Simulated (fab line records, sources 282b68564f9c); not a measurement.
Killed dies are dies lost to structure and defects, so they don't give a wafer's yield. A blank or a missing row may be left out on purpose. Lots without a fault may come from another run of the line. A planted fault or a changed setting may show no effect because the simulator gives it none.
fab line records | flow rit_cmos
record lots=5 wafers=15 last_day=7
route steps=202 shown NSD@132 PSD@142 SDANNEAL@153
lots that met no fault: from a run of the same line without faults
start_h: hours from the record's first day to the start of the lot's first wafer shown | wait_h: hours since the lot's step before | " the same as in the row above | L1.1+2: a row that stands for several wafers | - no value, or no start given | * or withheld: withheld | < > ~ a bound
route shown NAME@n: a module of which the file shows steps, and the number in the route of the first | usual: mean/standard deviation of fault-free wafers | same: alike in all rows | chamber/n: place in a boat | sites: the reading at each site | _std_site: their standard deviation | _edge_site: outer sites' mean less inner sites' | radius_mm: how far each site lies from the wafer's centre | mask NAME#n: copy n | behind: the tool/chamber that last shaped the wafer | hold: why the lot was held/for how many hours/how that ended | device: the transistor (n, p or np) that didn't switch | end of line: the same wafers' tests at the end of the route | a step without rows: its recipe alone | killed: dies lost to structure and defects at the first sort, not the wafer's yield | map: a wafer's dies, x killed, . not, _ none there
set.NAME: the setting as run; set.NAME@STEP: as run at that earlier step | model.NAME: the simulator's own value behind a step, which no gauge read
lots at some steps of the route; a table a step, a row a wafer
services: from which hour (start_h, from the record's first day; less than 0 if before it) a tool's chamber was out of use, for how many hours, and why
## steps
# step RIT_NSD_COAT_01
# recipe resist=NOVOLAK spin_rpm=3250 resist_thk_nm=1000
# usual chill_plate_temp_C=22.98/0.1
# columns lot.wafer tool chamber start_h wait_h chill_plate_temp_C
L081.4 litho_track-04 0 85.25 0.1 23.07
L081.5 " 0 " " 22.96
L081.6 " 0 " " 23.03
L082.1 litho_track-01 0 94.51 0.1 23.08
L082.3 " 0 " " 23.13
L082.5 " 0 " " 23.05
L093.1 litho_track-04 0 147.11 0.1 22.82
L093.4 " 0 " " 23.05
L093.5 " 0 " " 22.88
L094.4 litho_track-04 0 150.28 0.1 22.94
L094.5 " 0 " " 22.90
L094.6 " 0 " " 22.87
L096.3 litho_track-02 0 161.00 0.1 22.86
L096.4 " 0 " " 23.00
L096.5 " 0 " " 23.06
# step RIT_NSD_SOFTBAKE_02
# recipe resist=NOVOLAK temp_c=90 time_s=60
# usual chill_plate_temp_C=23.01/0.098
# columns lot.wafer tool chamber start_h wait_h chill_plate_temp_C
L081.4 litho_track-04 0 85.40 0.1 23.05
L081.5 " 0 " " 23.10
L081.6 " 0 " " 23.11
L082.1 litho_track-01 0 94.66 0.1 23.09
L082.3 " 0 " " 22.87
L082.5 " 0 " " 22.76
L093.1 litho_track-04 0 147.26 0.1 23.09
L093.4 " 0 " " 22.95
L093.5 " 0 " " 23.09
L094.4 litho_track-04 0 150.43 0.1 23.03
L094.5 " 0 " " 23.04
L094.6 " 0 " " 23.02
L096.3 litho_track-02 0 161.15 0.1 22.89
L096.4 " 0 " " 22.93
L096.5 " 0 " " 23.00
# step RIT_NSD_EXPOSE_03
# recipe mask_id=M9 na=0.57 target_cd_nm=40700 dose_mj=250
# columns lot.wafer tool chamber start_h wait_h mask
L081.4+5+6 iline_stepper-01 0 85.53 0.1 M9#0
L082.1+3+5 iline_stepper-02 0 94.93 0.2 M9#0
L093.1+4+5 iline_stepper-01 0 147.53 0.2 M9#0
L094.4+5+6 iline_stepper-01 0 150.56 0.1 M9#0
L096.3+4+5 iline_stepper-01 0 161.29 0.1 M9#0
# step RIT_NSD_PEB_04
# recipe resist=NOVOLAK temp_c=withheld time_s=withheld
# usual chill_plate_temp_C=*
# columns lot.wafer tool chamber start_h wait_h chill_plate_temp_C
L081.4 litho_track-01 0 85.66 0.1 *
L081.5 " 0 " " *
L081.6 " 0 " " *
L082.1 litho_track-02 0 95.05 0.1 *
L082.3 " 0 " " *
L082.5 " 0 " " *
L093.1 litho_track-04 0 147.65 0.1 *
L093.4 " 0 " " *
L093.5 " 0 " " *
L094.4 litho_track-01 0 150.69 0.1 *
L094.5 " 0 " " *
L094.6 " 0 " " *
L096.3 litho_track-01 0 161.41 0.1 *
L096.4 " 0 " " *
L096.5 " 0 " " *
# step RIT_NSD_DEVELOP_05
# recipe resist=NOVOLAK develop_time_s=50 dev_temp_c=23
# usual chill_plate_temp_C=23.00/0.11
# same develop_time_s=50
# columns lot.wafer tool chamber start_h wait_h chill_plate_temp_C
L081.4 litho_track-01 0 - - 22.97
L081.5 " 0 " " 23.10
L081.6 " 0 " " 22.98
L082.1 litho_track-02 0 - - 22.86
L082.3 " 0 " " 22.94
L082.5 " 0 " " 22.92
L093.1 litho_track-04 0 - - 23.06
L093.4 " 0 " " 23.03
L093.5 " 0 " " 23.08
L094.4 litho_track-01 0 - - 23.07
L094.5 " 0 " " 23.05
L094.6 " 0 " " 23.05
L096.3 litho_track-01 0 - - 23.13
L096.4 " 0 " " 23.10
L096.5 " 0 " " 23.04
# step RIT_NSD_OVL_MEAS_06
# usual NSD_OVL=-0.4/1.3
# columns lot.wafer tool chamber start_h wait_h NSD_OVL[nm]
L081.4 overlay-01 - 85.89 - 0.8
L081.5 " - " " 1.7
L081.6 " - " " -1.7
L082.1 overlay-02 - 95.33 - -2.5
L082.3 " - " " -0.8
L082.5 " - " " -0.8
L093.1 overlay-02 - 147.93 - -0.1
L093.4 " - " " 0.5
L093.5 " - " " 1.6
L094.4 overlay-01 - 150.92 - -1.0
L094.5 " - " " -1.7
L094.6 " - " " -0.2
L096.3 overlay-02 - 161.66 - 0.0
L096.4 " - " " -2.2
L096.5 " - " " -1.1
# step RIT_NSD_HARDBAKE_07
# recipe resist=NOVOLAK temp_c=140 time_s=60
# usual chill_plate_temp_C=22.99/0.1
# columns lot.wafer tool chamber start_h wait_h chill_plate_temp_C
L081.4 litho_track-02 0 85.98 0.1 23.01
L081.5 " 0 " " 23.14
L081.6 " 0 " " 22.92
L082.1 litho_track-02 0 95.37 0.0 22.85
L082.3 " 0 " " 22.92
L082.5 " 0 " " 22.95
L093.1 litho_track-01 0 148.13 0.2 23.00
L093.4 " 0 " " 23.11
L093.5 " 0 " " 23.15
L094.4 litho_track-04 0 151.01 0.1 23.13
L094.5 " 0 " " 23.14
L094.6 " 0 " " 22.96
L096.3 litho_track-04 0 161.73 0.1 23.01
L096.4 " 0 " " 22.87
L096.5 " 0 " " 22.96
# step RIT_NSD_IMPLANT_08
# recipe species=P energy_kev=25 dose_cm2=1.016e+15 tilt_deg=7
# usual faraday_current_uA=3179/67
# same implant_ion_amu=31
# columns lot.wafer tool chamber start_h wait_h faraday_current_uA
L081.4 implanter-03 0 86.13 0.1 3187
L081.5 " 0 " " 3131
L081.6 " 0 " " 3172
L082.1 implanter-04 0 95.52 0.1 3259
L082.3 " 0 " " 3026
L082.5 " 0 " " 3200
L093.1 implanter-03 0 148.28 0.1 3102
L093.4 " 0 " " 3241
L093.5 " 0 " " 3195
L094.4 implanter-04 0 151.16 0.1 3180
L094.5 " 0 " " 3149
L094.6 " 0 " " 3103
L096.3 implanter-01 0 161.88 0.1 3254
L096.4 " 0 " " 3233
L096.5 " 0 " " 3176
# step RIT_NSD_STRIP_09
# recipe chemistry=O2 time_s=180 resist=NOVOLAK platen_temp_c=withheld power_w=500 pressure_mtorr=4000 o2_flow_sccm=4000
# usual drypump_motor_current_A=5.79/0.3
# columns lot.wafer tool chamber start_h wait_h drypump_motor_current_A rf_hours_counter_h
L081.4 plasma_asher-04 1 86.27 0.1 5.32 -
L081.5 " 1 " " 5.34 -
L081.6 " 0 " " 6.12 -
L082.1 plasma_asher-04 1 95.67 0.1 5.32 45
L082.3 " 0 " " 6.13 -
L082.5 " 0 " " 6.09 -
L093.1 plasma_asher-03 0 148.43 0.1 6.17 49
L093.4 " 0 " " 6.16 -
L093.5 " 0 " " 6.15 -
L094.4 plasma_asher-04 1 151.30 0.1 5.30 -
L094.5 " 1 " " 5.31 -
L094.6 " 0 " " 6.12 -
L096.3 plasma_asher-04 0 162.04 0.1 6.11 -
L096.4 " 1 " " 5.31 -
L096.5 " 0 " " 6.13 -
# step RIT_NSD_TW_MEAS_10
# usual NSD_TW=3172/36
# columns lot.wafer tool chamber start_h wait_h NSD_TW
L081.4 film_metro-03 - 86.41 0.1 3132
L081.5 " - " " 3133
L081.6 " - " " 3131
L082.1 film_metro-01 - 95.85 0.1 3203
L082.3 " - " " 3184
L082.5 " - " " 3191
L093.1 film_metro-03 - 148.61 0.1 3125
L093.4 " - " " 3135
L093.5 " - " " 3130
L094.4 film_metro-01 - 151.44 0.1 3201
L094.5 " - " " 3204
L094.6 " - " " 3205
L096.3 film_metro-03 - 162.18 0.1 3134
L096.4 " - " " 3128
L096.5 " - " " 3139
# step RIT_PSD_HMDS_00
# recipe prime_time_s=60 prime_temp_c=140
# usual chill_plate_temp_C=23.00/0.1
# columns lot.wafer tool chamber start_h wait_h chill_plate_temp_C
L081.4 litho_track-02 0 86.52 0.1 22.98
L081.5 " 0 " " 23.04
L081.6 " 0 " " 22.88
L082.1 litho_track-03 0 95.91 0.1 22.97
L082.3 " 0 " " 22.84
L082.5 " 0 " " 22.98
L093.1 litho_track-03 0 148.67 0.1 22.91
L093.4 " 0 " " 22.85
L093.5 " 0 " " 23.11
L094.4 litho_track-02 0 151.55 0.1 22.81
L094.5 " 0 " " 22.99
L094.6 " 0 " " 23.12
L096.3 litho_track-04 0 162.27 0.1 23.21
L096.4 " 0 " " 23.03
L096.5 " 0 " " 23.11
# step RIT_PSD_COAT_01
# recipe resist=NOVOLAK spin_rpm=3250 resist_thk_nm=1000
# usual chill_plate_temp_C=23.01/0.12
# columns lot.wafer tool chamber start_h wait_h chill_plate_temp_C
L081.4 litho_track-02 0 86.67 0.1 22.97
L081.5 " 0 " " 23.20
L081.6 " 0 " " 23.08
L082.1 litho_track-03 0 96.06 0.1 22.86
L082.3 " 0 " " 23.03
L082.5 " 0 " " 22.91
L093.1 litho_track-03 0 148.82 0.1 22.85
L093.4 " 0 " " 23.05
L093.5 " 0 " " 22.85
L094.4 litho_track-02 0 151.70 0.1 23.00
L094.5 " 0 " " 23.07
L094.6 " 0 " " 22.97
L096.3 litho_track-04 0 162.42 0.1 22.98
L096.4 " 0 " " 22.87
L096.5 " 0 " " 22.84
# step RIT_PSD_SOFTBAKE_02
# recipe resist=NOVOLAK temp_c=90 time_s=60
# usual chill_plate_temp_C=22.98/0.093
# columns lot.wafer tool chamber start_h wait_h chill_plate_temp_C
L081.4 litho_track-02 0 86.82 0.1 23.12
L081.5 " 0 " " 23.03
L081.6 " 0 " " 23.06
L082.1 litho_track-03 0 96.21 0.1 23.02
L082.3 " 0 " " 22.87
L082.5 " 0 " " 23.08
L093.1 litho_track-03 0 148.97 0.1 22.87
L093.4 " 0 " " 23.05
L093.5 " 0 " " 22.92
L094.4 litho_track-02 0 151.85 0.1 22.92
L094.5 " 0 " " 23.07
L094.6 " 0 " " 22.84
L096.3 litho_track-04 0 162.57 0.1 23.07
L096.4 " 0 " " 22.98
L096.5 " 0 " " 22.87
# step RIT_PSD_EXPOSE_03
# recipe mask_id=M10 na=0.57 target_cd_nm=40900 dose_mj=250
# columns lot.wafer tool chamber start_h wait_h mask
L081.4+5+6 iline_stepper-02 0 87.08 0.2 M10#0
L082.1+3+5 iline_stepper-02 0 96.36 0.1 M10#0
L093.1+4+5 iline_stepper-01 0 149.24 0.2 M10#0
L094.4+5+6 iline_stepper-02 0 152.11 0.2 M10#0
L096.3+4+5 iline_stepper-02 0 162.83 0.2 M10#0
# step RIT_PSD_PEB_04
# recipe resist=NOVOLAK temp_c=withheld time_s=withheld
# usual chill_plate_temp_C=*
# columns lot.wafer tool chamber start_h wait_h chill_plate_temp_C
L081.4 litho_track-04 0 87.21 0.1 *
L081.5 " 0 " " *
L081.6 " 0 " " *
L082.1 litho_track-03 0 96.47 0.1 *
L082.3 " 0 " " *
L082.5 " 0 " " *
L093.1 litho_track-04 0 149.36 0.1 *
L093.4 " 0 " " *
L093.5 " 0 " " *
L094.4 litho_track-02 0 152.24 0.1 *
L094.5 " 0 " " *
L094.6 " 0 " " *
L096.3 litho_track-03 0 162.96 0.1 *
L096.4 " 0 " " *
L096.5 " 0 " " *
# step RIT_PSD_DEVELOP_05
# recipe resist=NOVOLAK develop_time_s=50 dev_temp_c=23
# usual chill_plate_temp_C=22.99/0.095
# same develop_time_s=50
# columns lot.wafer tool chamber start_h wait_h chill_plate_temp_C
L081.4 litho_track-04 0 - - 23.14
L081.5 " 0 " " 23.03
L081.6 " 0 " " 23.07
L082.1 litho_track-03 0 - - 23.06
L082.3 " 0 " " 23.00
L082.5 " 0 " " 23.06
L093.1 litho_track-04 0 - - 23.05
L093.4 " 0 " " 23.06
L093.5 " 0 " " 23.22
L094.4 litho_track-02 0 - - 23.27
L094.5 " 0 " " 23.21
L094.6 " 0 " " 23.12
L096.3 litho_track-03 0 - - 22.90
L096.4 " 0 " " 22.99
L096.5 " 0 " " 23.02
# step RIT_PSD_OVL_MEAS_06
# usual PSD_OVL=-1.5/1.3
# columns lot.wafer tool chamber start_h wait_h PSD_OVL[nm]
L081.4 overlay-01 - 87.44 - 0.4
L081.5 " - " " -1.1
L081.6 " - " " -1.5
L082.1 overlay-01 - 96.76 - -0.3
L082.3 " - " " -0.5
L082.5 " - " " -0.4
L093.1 overlay-02 - 149.64 - -2.1
L093.4 " - " " -2.7
L093.5 " - " " -2.4
L094.4 overlay-01 - 152.46 - -4.6
L094.5 " - " " -1.7
L094.6 " - " " -1.6
L096.3 overlay-01 - 163.20 - -1.5
L096.4 " - " " -1.4
L096.5 " - " " 0.3
# step RIT_PSD_HARDBAKE_07
# recipe resist=NOVOLAK temp_c=140 time_s=60
# usual chill_plate_temp_C=23.01/0.11
# columns lot.wafer tool chamber start_h wait_h chill_plate_temp_C
L081.4 litho_track-02 0 87.53 0.1 23.17
L081.5 " 0 " " 23.02
L081.6 " 0 " " 22.83
L082.1 litho_track-03 0 96.79 0.0 22.99
L082.3 " 0 " " 23.02
L082.5 " 0 " " 23.07
L093.1 litho_track-02 0 149.68 0.0 23.14
L093.4 " 0 " " 22.95
L093.5 " 0 " " 23.12
L094.4 litho_track-02 0 152.56 0.1 22.92
L094.5 " 0 " " 22.99
L094.6 " 0 " " 22.88
L096.3 litho_track-04 0 163.28 0.1 23.05
L096.4 " 0 " " 22.96
L096.5 " 0 " " 22.98
# step RIT_PSD_IMPLANT_08
# recipe species=BF2 energy_kev=27 dose_cm2=4.882e+15 tilt_deg=7
# usual faraday_current_uA=12222/1100
# same implant_ion_amu=49
# columns lot.wafer tool chamber start_h wait_h faraday_current_uA
L081.4 implanter-04 0 87.68 0.1 11442
L081.5 " 0 " " 11164
L081.6 " 0 " " 11571
L082.1 implanter-02 0 96.94 0.1 12476
L082.3 " 0 " " 12089
L082.5 " 0 " " 12272
L093.1 implanter-02 0 149.83 0.1 12312
L093.4 " 0 " " 12306
L093.5 " 0 " " 12097
L094.4 implanter-02 0 152.71 0.1 12218
L094.5 " 0 " " 12179
L094.6 " 0 " " 11812
L096.3 implanter-04 0 163.43 0.1 11333
L096.4 " 0 " " 11656
L096.5 " 0 " " 11130
# step RIT_PSD_STRIP_09
# recipe chemistry=O2 time_s=180 resist=NOVOLAK platen_temp_c=withheld power_w=500 pressure_mtorr=4000 o2_flow_sccm=4000
# usual drypump_motor_current_A=5.90/0.23
# columns lot.wafer tool chamber start_h wait_h drypump_motor_current_A rf_hours_counter_h
L081.4 plasma_asher-02 0 87.81 0.1 5.63 -
L081.5 " 0 " " 5.62 -
L081.6 " 1 " " 5.65 -
L082.1 plasma_asher-02 1 97.09 0.1 5.64 32
L082.3 " 1 " " 5.65 -
L082.5 " 0 " " 5.59 -
L093.1 plasma_asher-01 0 149.98 0.1 5.66 53
L093.4 " 0 " " 5.64 -
L093.5 " 1 " " 5.73 -
L094.4 plasma_asher-03 0 152.84 0.1 6.17 -
L094.5 " 0 " " 6.16 -
L094.6 " 1 " " 6.07 -
L096.3 plasma_asher-03 1 163.59 0.1 6.08 -
L096.4 " 0 " " 6.15 -
L096.5 " 1 " " 6.08 -
# step RIT_PSD_TW_MEAS_10
# usual PSD_TW=3442/38
# columns lot.wafer tool chamber start_h wait_h PSD_TW
L081.4 film_metro-04 - 87.96 0.1 3399
L081.5 " - " " 3421
L081.6 " - " " 3398
L082.1 film_metro-03 - 97.27 0.1 3441
L082.3 " - " " 3423
L082.5 " - " " 3418
L093.1 film_metro-04 - 150.16 0.1 3436
L093.4 " - " " 3430
L093.5 " - " " 3438
L094.4 film_metro-03 - 152.99 0.1 3397
L094.5 " - " " 3416
L094.6 " - " " 3428
L096.3 film_metro-01 - 163.72 0.1 3508
L096.4 " - " " 3515
L096.5 " - " " 3521
# step RIT_SDANNEAL_CLEAN_00
# recipe chemistry=SC1 mix=3:3:50 time_s=600 temp_c=75
# columns lot.wafer tool chamber start_h wait_h
L081.4+5+6 wet_bench-01 2 87.99 0.0
L082.1+3+5 wet_bench-01 3 97.33 0.1
L093.1+4+5 wet_bench-04 2 150.22 0.1
L094.4+5+6 wet_bench-01 3 153.02 0.0
L096.3+4+5 wet_bench-01 3 163.76 0.0
# step RIT_SDANNEAL_CLEAN_01
# recipe chemistry=dHF dilution=50:1 time_s=30
# columns lot.wafer tool chamber start_h wait_h
L081.4+5+6 wet_bench-01 1 88.16 0.0
L082.1+3+5 wet_bench-02 1 97.50 0.0
L093.1+4+5 wet_bench-02 3 150.39 0.0
L094.4+5+6 wet_bench-01 3 153.19 0.0
L096.3+4+5 wet_bench-02 0 163.95 0.0
## services
# columns tool chamber start_h hours kind
wet_bench-02 - 75.03 3.9 repair
implanter-02 - 87.65 5.7 repair
implanter-01 - 91.33 1.1 repair
plasma_asher-02 - 104.47 14.6 pm
iline_stepper-02 - 106.89 30.5 repair
plasma_asher-04 - 108.84 9.0 pm
plasma_asher-04 0 108.84 9.0 vent_cycle
plasma_asher-04 1 108.84 9.0 vent_cycle
iline_stepper-02 0 114.04 - calibration
plasma_asher-04 0 117.84 - clean
plasma_asher-04 1 117.84 - clean
wet_bench-01 - 121.96 4.6 repair
iline_stepper-01 0 131.76 - calibration
iline_stepper-01 - 137.47 8.9 pm
implanter-02 - 140.11 1.0 repair
implanter-03 - 144.48 1.5 repair
wet_bench-02 - 151.14 2.1 repair
## key
fault none
